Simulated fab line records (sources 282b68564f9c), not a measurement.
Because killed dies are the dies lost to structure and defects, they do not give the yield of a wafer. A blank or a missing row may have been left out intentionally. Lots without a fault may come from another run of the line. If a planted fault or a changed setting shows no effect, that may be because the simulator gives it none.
fab line records -- flow rit_cmos
record lots=14, wafers=42, last_day=7
route steps=202 shown GATE@97 NLDD@113 NSD@136 M1@202
lots untouched by any fault: they come from a run of this same line in which no faults occurred
start_h: the number of hours between the record's first day and the start of the first shown wafer of the lot -- wait_h: how many hours have passed since the lot's step before this one -- " the same as in the row above -- L1.1+2: one row covering several wafers at once -- - no value, or no start was given -- * or withheld: withheld -- < > ~ a bound
route shown NAME@n: a module of which the file shows steps, and the number in the route of the first -- usual: mean/standard deviation of fault-free wafers -- same: alike in all rows -- chamber/n: place in a boat -- sites: readings site by site -- _std_site: standard deviation across them -- _edge_site: inner sites' mean taken away from outer sites' mean -- radius_mm: how far each site lies from the wafer's centre -- mask NAME#n: copy n -- behind: the most recent tool/chamber to have shaped the wafer -- hold: why the lot was held/for how many hours/how that ended -- device: the transistor (n, p or np) that didn't switch -- end of line: at the end of the route, the tests of the same wafers -- a step without rows: its recipe alone -- killed: dies that structure and defects cost at the first sort, which is not the same as the wafer's yield -- map: a wafer's dies, marking killed ones x, the rest . and places with no die _
set.NAME: the setting the step ran with; set.NAME@STEP: the setting that earlier step ran with -- model.NAME: the simulator's own value behind a step, which no gauge read
steps of the route over a sample of lots; a table a step, a row a wafer
services: a tool's chamber out of use, with start hour (start_h, from the record's first day; less than 0 if before it), hours out, and reason
## steps
# step RIT_GATE_CD_MEAS_90
# recipe target_cd_nm=150
# usual cd_nm=150.5/2.5
lot.wafer,tool,chamber,start_h,wait_h,cd_nm
L296.2,cd_sem-01,-,41.51,0.1,151.5
L296.3,cd_sem-01,-,41.51,0.1,150.9
L296.5,cd_sem-01,-,41.51,0.1,147.9
L297.1,cd_sem-01,-,48.55,0.1,152.3
L297.3,cd_sem-01,-,48.55,0.1,149.7
L297.5,cd_sem-01,-,48.55,0.1,150.9
L299.2,cd_sem-01,-,57.84,0.1,149.7
L299.5,cd_sem-01,-,57.84,0.1,150.6
L299.6,cd_sem-01,-,57.84,0.1,150.4
L301.1,cd_sem-01,-,69.05,0.1,152.8
L301.2,cd_sem-01,-,69.05,0.1,155.2
L301.5,cd_sem-01,-,69.05,0.1,153.4
L304.2,cd_sem-02,-,84.47,0.1,149.1
L304.5,cd_sem-02,-,84.47,0.1,149.2
L304.6,cd_sem-02,-,84.47,0.1,150.5
L305.4,cd_sem-01,-,88.47,0.1,150.5
L305.5,cd_sem-01,-,88.47,0.1,149.1
L305.6,cd_sem-01,-,88.47,0.1,151.2
L307.3,cd_sem-01,-,102.56,0.1,149.6
L307.4,cd_sem-01,-,102.56,0.1,151.2
L307.5,cd_sem-01,-,102.56,0.1,149.4
L309.1,cd_sem-01,-,113.09,0.1,152.4
L309.3,cd_sem-01,-,113.09,0.1,150.1
L309.4,cd_sem-01,-,113.09,0.1,148.9
L310.1,cd_sem-01,-,118.54,0.1,150.1
L310.3,cd_sem-01,-,118.54,0.1,150.6
L310.6,cd_sem-01,-,118.54,0.1,147.3
L311.1,cd_sem-02,-,127.68,0.1,147.5
L311.2,cd_sem-02,-,127.68,0.1,146.8
L311.6,cd_sem-02,-,127.68,0.1,147.1
L314.3,cd_sem-02,-,140.68,0.1,153.3
L314.5,cd_sem-02,-,140.68,0.1,155.6
L314.6,cd_sem-02,-,140.68,0.1,150.4
L315.1,cd_sem-01,-,141.38,0.1,148.2
L315.3,cd_sem-01,-,141.38,0.1,146.0
L315.5,cd_sem-01,-,141.38,0.1,147.6
L316.1,cd_sem-02,-,148.44,0.1,151.4
L316.3,cd_sem-02,-,148.44,0.1,152.6
L316.4,cd_sem-02,-,148.44,0.1,152.8
L318.3,cd_sem-02,-,153.57,0.1,155.3
L318.4,cd_sem-02,-,153.57,0.1,155.6
L318.5,cd_sem-02,-,153.57,0.1,156.2
# step RIT_NLDD_TW_MEAS_10
# usual NLDD_TW=2489/24
lot.wafer,tool,chamber,start_h,wait_h,NLDD_TW
L296.2,film_metro-02,-,46.08,0.1,2527
L296.3,film_metro-02,-,46.08,0.1,2521
L296.5,film_metro-02,-,46.08,0.1,2526
L297.1,film_metro-02,-,53.16,0.1,2523
L297.3,film_metro-02,-,53.16,0.1,2522
L297.5,film_metro-02,-,53.16,0.1,2508
L299.2,film_metro-03,-,62.35,0.1,2477
L299.5,film_metro-03,-,62.35,0.1,2462
L299.6,film_metro-03,-,62.35,0.1,2466
L301.1,film_metro-03,-,74.44,0.1,2468
L301.2,film_metro-03,-,74.44,0.1,2466
L301.5,film_metro-03,-,74.44,0.1,2478
L304.2,film_metro-03,-,89.08,0.1,2467
L304.5,film_metro-03,-,89.08,0.1,2468
L304.6,film_metro-03,-,89.08,0.1,2455
L305.4,film_metro-01,-,93.93,0.1,2471
L305.5,film_metro-01,-,93.93,0.1,2480
L305.6,film_metro-01,-,93.93,0.1,2468
L307.3,film_metro-01,-,111.10,0.1,2458
L307.4,film_metro-01,-,111.10,0.1,2470
L307.5,film_metro-01,-,111.10,0.1,2475
L309.1,film_metro-02,-,120.22,0.1,2518
L309.3,film_metro-02,-,120.22,0.1,2527
L309.4,film_metro-02,-,120.22,0.1,2523
L310.1,film_metro-02,-,125.60,0.1,2506
L310.3,film_metro-02,-,125.60,0.1,2509
L310.6,film_metro-02,-,125.60,0.1,2522
L311.1,film_metro-01,-,133.15,0.1,2476
L311.2,film_metro-01,-,133.15,0.1,2452
L311.6,film_metro-01,-,133.15,0.1,2464
L314.3,film_metro-03,-,145.15,0.1,2481
L314.5,film_metro-03,-,145.15,0.1,2479
L314.6,film_metro-03,-,145.15,0.1,2476
L315.1,film_metro-02,-,147.51,0.1,2497
L315.3,film_metro-02,-,147.51,0.1,2494
L315.5,film_metro-02,-,147.51,0.1,2499
L316.1,film_metro-03,-,153.42,0.1,2472
L316.3,film_metro-03,-,153.42,0.1,2467
L316.4,film_metro-03,-,153.42,0.1,2464
L318.3,film_metro-01,-,158.42,0.1,2456
L318.4,film_metro-01,-,158.42,0.1,2451
L318.5,film_metro-01,-,158.42,0.1,2461
# step RIT_NSD_DEVELOP_05
# recipe resist=NOVOLAK, develop_time_s=50, dev_temp_c=23
# usual developer_temp_C=23.01/0.097, exhaust_pa=45.0/0.84
lot.wafer,tool,chamber,start_h,wait_h,developer_temp_C,exhaust_pa
L296.2,litho_track-04,0,50,-,23.12,45.1
L296.3,litho_track-04,0,50,-,22.99,44.5
L296.5,litho_track-04,0,50,-,23.09,46.4
L297.1,litho_track-04,0,57,-,22.88,44.6
L297.3,litho_track-04,0,58,-,22.85,43.8
L297.5,litho_track-04,0,58,-,23.10,44.2
L299.2,litho_track-04,0,67,-,23.08,42.5
L299.5,litho_track-04,0,67,-,23.08,44.3
L299.6,litho_track-04,0,67,-,23.00,44.0
L301.1,litho_track-04,0,79,-,22.97,46.3
L301.2,litho_track-04,0,79,-,23.05,44.9
L301.5,litho_track-04,0,79,-,22.99,45.7
L304.2,litho_track-04,0,93,-,22.07,46.9
L304.5,litho_track-04,0,93,-,22.03,47.1
L304.6,litho_track-04,0,93,-,22.14,45.6
L305.4,litho_track-03,0,98,-,22.92,47.1
L305.5,litho_track-03,0,98,-,23.08,45.1
L305.6,litho_track-03,0,98,-,23.15,45.4
L307.3,litho_track-04,0,115,-,22.13,44.4
L307.4,litho_track-04,0,115,-,22.21,43.2
L307.5,litho_track-04,0,115,-,22.11,43.8
L309.1,litho_track-03,0,125,-,23.12,44.4
L309.3,litho_track-03,0,125,-,22.93,45.4
L309.4,litho_track-03,0,125,-,22.93,44.8
L310.1,litho_track-01,0,130,-,23.12,44.9
L310.3,litho_track-01,0,130,-,23.04,46.0
L310.6,litho_track-01,0,130,-,22.79,45.7
L311.1,litho_track-01,0,138,-,23.00,44.0
L311.2,litho_track-01,0,138,-,23.00,45.1
L311.6,litho_track-01,0,138,-,23.03,43.8
L314.3,litho_track-01,0,150,-,23.13,44.5
L314.5,litho_track-01,0,150,-,22.89,46.1
L314.6,litho_track-01,0,150,-,22.87,44.8
L315.1,litho_track-03,0,152,-,22.97,45.4
L315.3,litho_track-03,0,152,-,23.01,44.5
L315.5,litho_track-03,0,152,-,22.93,45.3
L316.1,litho_track-03,0,158,-,22.94,45.7
L316.3,litho_track-03,0,158,-,22.99,44.8
L316.4,litho_track-03,0,158,-,22.94,45.7
L318.3,litho_track-01,0,163,-,22.97,44.0
L318.4,litho_track-01,0,163,-,22.92,45.4
L318.5,litho_track-01,0,163,-,23.04,45.2
# step RIT_NSD_STRIP_09
# recipe chemistry=O2, time_s=180, resist=NOVOLAK, platen_temp_c=withheld, power_w=500, pressure_mtorr=4000, o2_flow_sccm=4000
# usual drypump_motor_current_A=5.4/0.63
lot.wafer,tool,chamber,start_h,wait_h,drypump_motor_current_A,rf_hours_counter_h
L296.2,plasma_asher-04,1,51.36,0.1,6.6,42
L296.3,plasma_asher-04,0,51.36,0.1,5.0,-
L296.5,plasma_asher-04,0,51.36,0.1,4.9,-
L297.1,plasma_asher-01,0,58.45,0.1,5.2,27
L297.3,plasma_asher-01,1,58.45,0.1,4.8,-
L297.5,plasma_asher-01,0,58.45,0.1,5.2,-
L299.2,plasma_asher-01,0,67.50,0.1,5.2,27
L299.5,plasma_asher-01,1,67.50,0.1,4.8,-
L299.6,plasma_asher-01,0,67.50,0.1,5.2,-
L301.1,plasma_asher-01,1,79.63,0.1,4.8,28
L301.2,plasma_asher-01,0,79.63,0.1,5.2,28
L301.5,plasma_asher-01,1,79.63,0.1,4.8,-
L304.2,plasma_asher-03,1,94.24,0.1,5.1,44
L304.5,plasma_asher-03,0,94.24,0.1,6.3,-
L304.6,plasma_asher-03,1,94.24,0.1,5.0,-
L305.4,plasma_asher-01,0,99.36,0.1,5.2,-
L305.5,plasma_asher-01,1,99.36,0.1,4.8,-
L305.6,plasma_asher-01,0,99.36,0.1,5.2,-
L307.3,plasma_asher-03,1,116.30,0.1,5.0,-
L307.4,plasma_asher-03,0,116.30,0.1,6.3,-
L307.5,plasma_asher-03,0,116.30,0.1,6.2,-
L309.1,plasma_asher-01,0,125.53,0.1,5.2,33
L309.3,plasma_asher-01,1,125.53,0.1,4.8,-
L309.4,plasma_asher-01,0,125.53,0.1,5.2,-
L310.1,plasma_asher-01,1,131.24,0.1,4.8,34
L310.3,plasma_asher-01,0,131.24,0.1,5.2,-
L310.6,plasma_asher-01,0,131.24,0.1,5.2,-
L311.1,plasma_asher-03,1,138.48,0.1,5.0,48
L311.2,plasma_asher-03,0,138.48,0.1,6.3,48
L311.6,plasma_asher-03,0,138.48,0.1,6.3,-
L314.3,plasma_asher-03,1,150.88,0.1,5.0,-
L314.5,plasma_asher-03,0,150.88,0.1,6.2,-
L314.6,plasma_asher-03,1,150.88,0.1,5.0,-
L315.1,plasma_asher-01,1,153.10,0.1,4.8,36
L315.3,plasma_asher-01,0,153.10,0.1,5.2,-
L315.5,plasma_asher-01,0,153.10,0.1,5.2,-
L316.1,plasma_asher-01,1,158.70,0.1,4.8,36
L316.3,plasma_asher-01,0,158.70,0.1,5.2,-
L316.4,plasma_asher-01,1,158.70,0.1,4.8,-
L318.3,plasma_asher-03,0,163.86,0.1,6.3,-
L318.4,plasma_asher-03,1,163.86,0.1,5.0,-
L318.5,plasma_asher-03,1,163.86,0.1,5.0,-
# step RIT_M1_PROBE_99
# usual killed_at_M0_to_M3=0.0/0.12, killed_at_contacts=0.1/0.24, killed_at_front_end=6.6/2.7, killed_dies=6.6/2.7, killed_open=3.3/1.8, killed_short=3.4/1.9
# same gross_dies=264, killed_at_M4_up=0, killed_at_back_side=0, killed_at_other=0
lot.wafer,tool,chamber,start_h,wait_h,killed_at_M0_to_M3,killed_at_contacts,killed_at_front_end,killed_dies,killed_open,killed_short
L296.2,prober-02,-,61.73,0.1,0,0,6,6,5,1
L296.3,prober-02,-,61.78,0.2,0,0,9,9,5,4
L296.5,prober-02,-,61.88,0.2,0,0,6,6,4,2
L297.1,prober-01,-,68.13,0.1,0,0,7,7,5,2
L297.3,prober-01,-,68.23,0.2,0,0,8,8,3,5
L297.5,prober-01,-,68.33,0.2,0,0,8,8,4,4
L299.2,prober-01,-,78.72,0.1,0,0,6,6,3,3
L299.5,prober-01,-,78.87,0.2,1,0,9,10,7,3
L299.6,prober-01,-,78.92,0.2,0,0,7,7,4,3
L301.1,prober-01,-,90.20,0.1,0,0,4,4,3,1
L301.2,prober-01,-,90.25,0.1,0,0,8,8,3,5
L301.5,prober-01,-,90.40,0.2,0,0,4,4,3,1
L304.2,prober-02,-,106.08,0.1,0,0,5,5,2,3
L304.5,prober-02,-,106.23,0.2,0,0,1,1,1,0
L304.6,prober-02,-,106.28,0.2,0,0,3,3,2,1
L305.4,prober-01,-,109.69,0.2,0,0,5,5,4,1
L305.5,prober-01,-,109.74,0.2,0,0,9,9,5,4
L305.6,prober-01,-,109.79,0.2,0,0,3,3,1,2
L307.3,prober-01,-,126.03,0.2,0,0,6,6,4,2
L307.4,prober-01,-,126.08,0.2,0,0,4,4,1,3
L307.5,prober-01,-,126.13,0.2,0,0,6,6,3,3
L309.1,prober-01,-,136.37,0.1,0,0,4,4,2,2
L309.3,prober-01,-,136.47,0.2,0,0,9,9,4,5
L309.4,prober-01,-,136.52,0.2,0,0,9,9,5,4
L310.1,prober-02,-,140.96,0.1,0,0,11,11,4,7
L310.3,prober-02,-,141.06,0.2,0,0,7,7,3,4
L310.6,prober-02,-,141.21,0.2,0,1,6,7,5,2
L311.1,prober-01,-,148.81,0.1,0,0,5,5,4,1
L311.2,prober-01,-,148.86,0.1,0,0,5,5,3,2
L311.6,prober-01,-,149.06,0.2,0,0,9,9,5,4
L314.3,prober-02,-,161.00,0.2,0,0,9,9,5,4
L314.5,prober-02,-,161.10,0.2,0,0,5,5,1,4
L314.6,prober-02,-,161.15,0.2,0,0,4,4,2,2
L315.1,prober-01,-,164.18,0.1,0,0,7,7,4,3
L315.3,prober-01,-,164.28,0.2,0,0,5,5,2,3
L315.5,prober-01,-,164.38,0.2,0,0,6,6,3,3
L316.1,prober-02,-,168.67,0.1,0,0,4,4,1,3
L316.3,prober-02,-,168.77,0.2,0,0,10,10,7,3
L316.4,prober-02,-,168.82,0.2,0,0,2,2,1,1
L318.3,prober-02,-,173.63,0.2,0,0,7,7,1,6
L318.4,prober-02,-,173.68,0.2,0,0,9,9,4,5
L318.5,prober-02,-,173.73,0.2,0,1,4,5,5,0
# killed by level:class
L296.2 SPACER:geometric_particle:open=4 GATE:geometric_particle:open=1 SPACER:geometric_particle:short=1
L296.3 FOX2:geometric_particle:short=2 FOX2:geometric_particle:open=2 REOX:geometric_particle:open=1 FOX1:geometric_particle:open=1 SPACER:geometric_particle:open=1 SPACER:geometric_particle:short=1 SILICIDE:geometric_particle:short=1
L296.5 SILICIDE:geometric_particle:open=2 FOX1:geometric_particle:open=1 FOX2:geometric_particle:open=1 REOX:geometric_particle:short=1 SILICIDE:geometric_particle:short=1
L297.1 GATE:geometric_particle:open=4 FOX1:geometric_particle:open=1 FOX2:geometric_particle:short=1 GATE:geometric_particle:short=1
L297.3 FOX2:geometric_particle:short=2 FOX1:geometric_particle:open=1 GATE:geometric_particle:open=1 GATE:geometric_particle:short=1 REOX:geometric_particle:open=1 SPACER:geometric_particle:short=1 SILICIDE:geometric_particle:short=1
L297.5 GATE:geometric_particle:short=3 GATE:geometric_particle:open=2 FOX2:geometric_particle:open=1 REOX:geometric_particle:open=1 SILICIDE:geometric_particle:short=1
L299.2 GATE:geometric_particle:short=3 FOX1:geometric_particle:open=1 FOX2:geometric_particle:open=1 REOX:geometric_particle:open=1
L299.5 GATE:geometric_particle:open=4 FOX1:geometric_particle:open=2 FOX2:geometric_particle:short=1 GATE:geometric_particle:short=1 SPACER:geometric_particle:open=1 M1:geometric_particle:short=1
L299.6 FOX2:geometric_particle:open=2 GATE:geometric_particle:open=2 SPACER:geometric_particle:short=2 GATE:geometric_particle:short=1
L301.1 REOX:geometric_particle:open=2 GATE:geometric_particle:short=1 GATE:geometric_particle:open=1
L301.2 FOX1:geometric_particle:short=2 GATE:geometric_particle:short=2 GATE:geometric_particle:open=1 REOX:geometric_particle:open=1 REOX:geometric_particle:short=1 SPACER:geometric_particle:open=1
L301.5 SPACER:geometric_particle:open=2 FOX1:geometric_particle:short=1 GATE:geometric_particle:open=1
L304.2 FOX1:geometric_particle:short=2 FOX1:geometric_particle:open=2 REOX:geometric_particle:short=1
L304.5 FOX1:geometric_particle:open=1
L304.6 FOX2:geometric_particle:open=1 GATE:geometric_particle:open=1 GATE:geometric_particle:short=1
L305.4 FOX2:geometric_particle:open=2 GATE:geometric_particle:open=1 REOX:geometric_particle:short=1 SPACER:geometric_particle:open=1
L305.5 FOX1:geometric_particle:open=2 FOX1:geometric_particle:short=1 FOX2:geometric_particle:short=1 GATE:geometric_particle:short=1 GATE:geometric_particle:open=1 REOX:geometric_particle:open=1 REOX:geometric_particle:short=1 SILICIDE:geometric_particle:open=1
L305.6 FOX2:geometric_particle:short=1 GATE:geometric_particle:short=1 REOX:geometric_particle:open=1
L307.3 FOX1:geometric_particle:open=2 GATE:geometric_particle:short=1 REOX:geometric_particle:open=1 SPACER:geometric_particle:short=1 SPACER:geometric_particle:open=1
L307.4 GATE:geometric_particle:open=1 GATE:geometric_particle:short=1 REOX:geometric_particle:short=1 SPACER:geometric_particle:short=1
L307.5 FOX2:geometric_particle:open=2 SPACER:geometric_particle:short=2 FOX1:geometric_particle:short=1 GATE:geometric_particle:open=1
L309.1 FOX1:geometric_particle:open=1 REOX:geometric_particle:short=1 SPACER:geometric_particle:short=1 SPACER:geometric_particle:open=1
L309.3 GATE:geometric_particle:short=4 GATE:geometric_particle:open=3 SPACER:geometric_particle:open=1 SPACER:geometric_particle:short=1
L309.4 SPACER:geometric_particle:open=4 FOX1:geometric_particle:short=2 FOX1:geometric_particle:open=1 GATE:geometric_particle:short=1 SILICIDE:geometric_particle:short=1
L310.1 GATE:geometric_particle:short=3 GATE:geometric_particle:open=2 FOX1:geometric_particle:short=1 FOX2:geometric_particle:short=1 FOX2:geometric_particle:open=1 REOX:geometric_particle:short=1 SPACER:geometric_particle:open=1 SILICIDE:geometric_particle:short=1
L310.3 FOX2:geometric_particle:open=2 GATE:geometric_particle:short=2 REOX:geometric_particle:short=1 REOX:geometric_particle:open=1 SILICIDE:geometric_particle:short=1
L310.6 GATE:geometric_particle:open=2 SILICIDE:geometric_particle:open=2 FOX2:geometric_particle:open=1 FOX2:geometric_particle:short=1 CONTACT:geometric_particle:short=1
L311.1 SILICIDE:geometric_particle:open=2 GATE:geometric_particle:open=1 REOX:geometric_particle:open=1 SILICIDE:geometric_particle:short=1
L311.2 FOX2:geometric_particle:short=1 GATE:geometric_particle:short=1 GATE:geometric_particle:open=1 REOX:geometric_particle:open=1 SILICIDE:geometric_particle:open=1
L311.6 FOX1:geometric_particle:short=3 SILICIDE:geometric_particle:open=3 GATE:geometric_particle:open=2 FOX2:geometric_particle:short=1
L314.3 FOX1:geometric_particle:short=2 FOX2:geometric_particle:open=2 GATE:geometric_particle:open=2 GATE:geometric_particle:short=1 REOX:geometric_particle:short=1 SILICIDE:geometric_particle:open=1
L314.5 GATE:geometric_particle:short=3 FOX1:geometric_particle:short=1 REOX:geometric_particle:open=1
L314.6 FOX2:geometric_particle:open=1 REOX:geometric_particle:short=1 SILICIDE:geometric_particle:short=1 SILICIDE:geometric_particle:open=1
L315.1 FOX1:geometric_particle:open=2 FOX1:geometric_particle:short=1 GATE:geometric_particle:short=1 GATE:geometric_particle:open=1 REOX:geometric_particle:open=1 SPACER:geometric_particle:short=1
L315.3 FOX1:geometric_particle:short=1 GATE:geometric_particle:short=1 REOX:geometric_particle:open=1 SPACER:geometric_particle:short=1 SILICIDE:geometric_particle:open=1
L315.5 GATE:geometric_particle:short=3 GATE:geometric_particle:open=2 SILICIDE:geometric_particle:open=1
L316.1 GATE:geometric_particle:short=2 FOX2:geometric_particle:short=1 GATE:geometric_particle:open=1
L316.3 GATE:geometric_particle:open=3 SPACER:geometric_particle:open=2 FOX1:geometric_particle:open=1 FOX2:geometric_particle:short=1 GATE:geometric_particle:short=1 REOX:geometric_particle:open=1 SPACER:geometric_particle:short=1
L316.4 GATE:geometric_particle:short=1 GATE:geometric_particle:open=1
L318.3 GATE:geometric_particle:short=3 FOX1:geometric_particle:short=2 FOX2:geometric_particle:short=1 REOX:geometric_particle:open=1
L318.4 GATE:geometric_particle:short=4 GATE:geometric_particle:open=2 FOX1:geometric_particle:open=1 FOX2:geometric_particle:open=1 SPACER:geometric_particle:short=1
L318.5 GATE:geometric_particle:open=2 SPACER:geometric_particle:open=2 CONTACT:geometric_particle:open=1
## services
tool,chamber,start_h,hours,kind
plasma_asher-04,-,39.45,0.6,repair
plasma_asher-01,-,73.99,2.6,repair
plasma_asher-03,-,111.94,2.0,repair
plasma_asher-01,-,137.35,4.3,pm
plasma_asher-03,-,139.40,2.8,pm
## key
first_sign step=RIT_NSD_DEVELOP_05, reading=developer_temp_C, direction=down, sigmas=9.2, usual=*, struck=*
effect none on later readings
met_at RIT_NSD_DEVELOP_05
struck_lots L304,L307
tester_left_out L304,L307
not_acting_at RIT_GATE_CD_MEAS_90,RIT_NLDD_TW_MEAS_10,RIT_NSD_STRIP_09
onset_between 79 93
fault kind=process_parameter_drift, tool=litho_track-04, chamber=-, onset_h=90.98, steps=RIT_NSD_DEVELOP_05, channel=dev_temp_c, offset=*, shape=step, end_h=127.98, acts_in=*, stated=*
# tester_left_out: of these lots the tester's yield and bins aren't shown, on N5 and GAA mostly nor the transistor test; their killed dies are dies lost to structure and defects alone, not to doping, threshold or leakage, so they don't give the yield
